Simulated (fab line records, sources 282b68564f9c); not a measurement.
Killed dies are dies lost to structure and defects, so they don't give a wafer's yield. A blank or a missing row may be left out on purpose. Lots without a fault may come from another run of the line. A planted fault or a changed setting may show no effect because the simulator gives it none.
Tool commonality check | flow rit_cmos | 15 lots, 45 wafers sampled

WHY IT WAS OPENED
At RIT_GATE_CD_MEAS_16 the reading cd_nm is flagged on 3 of 15 lots. Wafers without a fault read 149.9 nm, standard deviation 2.2.
Rule: a lot is flagged when every wafer of it that has a number lies more than 4 standard deviations from that mean, or none has a number. The other lots count as sound.

lot  | measured    | on        | cd_nm (nm), wafer by wafer | flag
L683 | day 3 04:15 | cd_sem-02 | 153.3 153.2 152.7          |
L684 | day 3 08:14 | cd_sem-02 | 149.5 151.0 150.0          |
L685 | day 3 19:10 | cd_sem-02 | 62.7 63.1 62.9             | FLAGGED
L686 | day 4 01:29 | cd_sem-02 | 78.5 76.4 79.5             | FLAGGED
L687 | day 4 10:31 | cd_sem-02 | 58.1 60.5 60.5             | FLAGGED
L690 | day 5 06:11 | cd_sem-01 | 147.5 147.2 148.4          |
L691 | day 5 17:00 | cd_sem-01 | 151.2 152.5 151.2          |
L692 | day 5 17:06 | cd_sem-02 | 150.9 151.3 148.2          |
L695 | day 6 04:59 | cd_sem-01 | 149.2 147.4 148.4          |
L694 | day 6 05:10 | cd_sem-01 | 150.2 151.0 146.3          |
L697 | day 6 12:30 | cd_sem-01 | 150.9 148.8 149.1          |
L700 | day 7 00:23 | cd_sem-01 | 147.1 146.8 147.5          |
L701 | day 7 03:41 | cd_sem-02 | 150.8 151.4 151.8          |
L703 | day 7 15:40 | cd_sem-02 | 151.2 148.2 149.0          |
L704 | day 7 15:47 | cd_sem-01 | 147.6 148.3 145.7          |
The numbers of the flagged lots are 66.9 nm on average: -83.0 nm against the usual, or -38 standard deviations.

WHICH TOOL RAN EACH LOT
The record holds 2 process steps before the reading, out of a route of 202 steps. In each cell: the tool, then ch and the chambers that the sampled wafers went through, then the start.
lot  | flag    | RIT_PWELL_STRIP_09                  | RIT_GATE_COAT_11
L683 |         | plasma_asher-04 ch 0,1, day 2 10:29 | litho_track-01 ch 0, day 3 03:34
L684 |         | plasma_asher-03 ch 0,1, day 2 14:51 | litho_track-02 ch 0, day 3 07:32
L685 | FLAGGED | plasma_asher-04 ch 0,1, day 2 20:48 | litho_track-02 ch 0, day 3 18:20
L686 | FLAGGED | plasma_asher-04 ch 0, day 3 01:16   | litho_track-02 ch 0, day 4 00:47
L687 | FLAGGED | plasma_asher-04 ch 0, day 3 08:16   | litho_track-02 ch 0, day 4 09:41
L690 |         | plasma_asher-04 ch 0,1, day 4 04:16 | litho_track-01 ch 0, day 5 05:29
L691 |         | plasma_asher-02 ch 0,1, day 4 15:17 | litho_track-01 ch 0, day 5 16:10
L692 |         | plasma_asher-03 ch 0,1, day 4 14:59 | litho_track-04 ch 0, day 5 16:10
L695 |         | plasma_asher-03 ch 0,1, day 5 03:13 | litho_track-01 ch 0, day 6 04:06
L694 |         | plasma_asher-04 ch 0,1, day 5 03:27 | litho_track-04 ch 0, day 6 04:08
L697 |         | plasma_asher-03 ch 0,1, day 5 18:11 | litho_track-01 ch 0, day 6 11:30
L700 |         | plasma_asher-03 ch 0,1, day 6 06:44 | litho_track-02 ch 0, day 6 23:20
L701 |         | plasma_asher-02 ch 0,1, day 6 08:54 | litho_track-02 ch 0, day 7 02:52
L703 |         | plasma_asher-04 ch 0,1, day 6 21:01 | litho_track-04 ch 0, day 7 14:38
L704 |         | plasma_asher-04 ch 1, day 6 22:37   | litho_track-01 ch 0, day 7 14:56
What these steps do:
- RIT_PWELL_STRIP_09: strips in O2, time 180 s.
- RIT_GATE_COAT_11: resist thk 850 nm.
- RIT_GATE_CD_MEAS_16: target cd 150 nm.

FLAGGED OVER TOTAL, TOOL BY TOOL (the gauges that took the reading come last)
step                | tool            | lots run | flagged | share of the flagged lots | sound lots run after its first flagged lot
RIT_PWELL_STRIP_09  | plasma_asher-02 | 2        | 0       | none                      | -
RIT_PWELL_STRIP_09  | plasma_asher-03 | 5        | 0       | none                      | -
RIT_PWELL_STRIP_09  | plasma_asher-04 | 8        | 3       | all                       | 4 (L690,L694,L703,L704)
RIT_GATE_COAT_11    | litho_track-01  | 6        | 0       | none                      | -
RIT_GATE_COAT_11    | litho_track-02  | 6        | 3       | all                       | 2 (L700,L701)
RIT_GATE_COAT_11    | litho_track-04  | 3        | 0       | none                      | -
RIT_GATE_CD_MEAS_16 | cd_sem-01       | 7        | 0       | none                      | -
RIT_GATE_CD_MEAS_16 | cd_sem-02       | 8        | 3       | all                       | 3 (L692,L701,L703)

WHAT THE TABLE ALLOWS
3 rows of the table ran every flagged lot: plasma_asher-04 at RIT_PWELL_STRIP_09, litho_track-02 at RIT_GATE_COAT_11, cd_sem-02 at RIT_GATE_CD_MEAS_16.
- plasma_asher-04 at RIT_PWELL_STRIP_09: 3 of its 8 lots flagged. Sound lots ran on it after the first flagged one (L690, L694, L703, L704), which a lasting fault on the whole tool wouldn't allow.
- litho_track-02 at RIT_GATE_COAT_11: 3 of its 6 lots flagged. Sound lots ran on it after the first flagged one (L700, L701), which a lasting fault on the whole tool wouldn't allow.
- cd_sem-02 at RIT_GATE_CD_MEAS_16: 3 of its 8 lots flagged. Sound lots ran on it after the first flagged one (L692, L701, L703), which a lasting fault on the whole tool wouldn't allow.
No row of the table ran every flagged lot and no sound lot after the first.

WHAT THE SIMULATOR HAD PUT IN
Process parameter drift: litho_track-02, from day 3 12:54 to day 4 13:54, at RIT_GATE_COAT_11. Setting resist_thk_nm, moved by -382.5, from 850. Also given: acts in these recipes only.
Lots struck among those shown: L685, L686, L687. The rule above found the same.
